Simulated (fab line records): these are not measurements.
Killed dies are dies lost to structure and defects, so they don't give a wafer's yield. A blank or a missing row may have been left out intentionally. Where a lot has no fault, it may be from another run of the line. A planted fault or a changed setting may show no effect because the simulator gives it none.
A lot that was struck, set against a sound lot || flow ritCmos || 14 out of 202 route steps
Sound: the wafers L106.1, L106.4, L106.5. The struck wafers were L110.1, L110.3, L110.5. The cause comes at the end.
Each step with rows lists, per side, the tool, then ch with its chambers, then its first start. Under that, the readings that differ: sound wafers || struck wafers || difference of the means || sigmas: that difference in standard deviations of wafers without a fault.
alike: readings with means less than 2 such deviations apart, plus words and numbers identical on both sides. not compared: withheld readings, readings lacking a value on some wafer, bounds such as >300 that could conceal the same value, and numbers that have no deviation in the record and whose values overlap.
The two part at a step that has a row with sigmas, a row that says differs or no value, or rows on one side only. Numbers that have no deviation but don't overlap get no sigmas and don't part them. A reading that every wafer of one side lacks parts them only if that side has two wafers or more.

first, 2 steps without rows for these wafers: RIT_NWELL_PEB_04; RIT_NWELL_DEVELOP_05 (develop time 68 s).
RIT_NWELL_OVL_MEAS_06:
  sound: overlay-02 at day 2 20:29; struck: overlay-01 at day 3 19:20
  alike: NWELL_OVL
then, 2 steps without rows for these wafers: RIT_NWELL_HARDBAKE_07 (time 120 s); RIT_NWELL_IMPLANT_08.
RIT_NWELL_STRIP_09: strips in O2, time 180 s.
  sound on plasmaAsher-02 ch 1, day 2 20:55; struck on plasmaAsher-02 ch 0, day 3 19:47
  alike: drypumpMotorCurrentA, o2FlowSccm
  not compared: rfHoursCounterH
RIT_NWELL_TW_MEAS_10:
  sound: filmMetro-04 at day 2 21:05; struck: filmMetro-03 at day 3 19:57
  alike: NWELL_TW
then, 5 steps without rows for these wafers: RIT_PWELL_HMDS_00 (prime time 60 s); RIT_PWELL_COAT_01 (resist thk 1300 nm); RIT_PWELL_SOFTBAKE_02 (time 60 s); RIT_PWELL_EXPOSE_03 (exposes mask M3, target cd 43700 nm); RIT_PWELL_PEB_04.
RIT_PWELL_DEVELOP_05: develop time 68 s.
  sound on lithoTrack-03 ch 0, day 2 21:00; struck on lithoTrack-02, day 3 21:00
  no value came back on the struck wafers for chillPlateTempC (C), developTimeS (s); on the sound wafers chillPlateTempC (C) reads 23.07 23.06 23.06
RIT_PWELL_OVL_MEAS_06:
  sound: overlay-01 at day 2 22:10; struck: overlay-01 at day 3 21:13
{"reading": "PWELL_OVL (nm)", "sound": "2.1 0.5 0.9", "struck": "- - -", "difference": "no value on the struck wafers", "sigmas": ""}

== WHERE THEY PART ==
First at RIT_PWELL_DEVELOP_05; last, within this record, at RIT_PWELL_OVL_MEAS_06.

WHY: what the simulator had put in
Skipped step whole: lithoTrack-02, from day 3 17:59 on, at RIT_PWELL_DEVELOP_05. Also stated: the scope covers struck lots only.
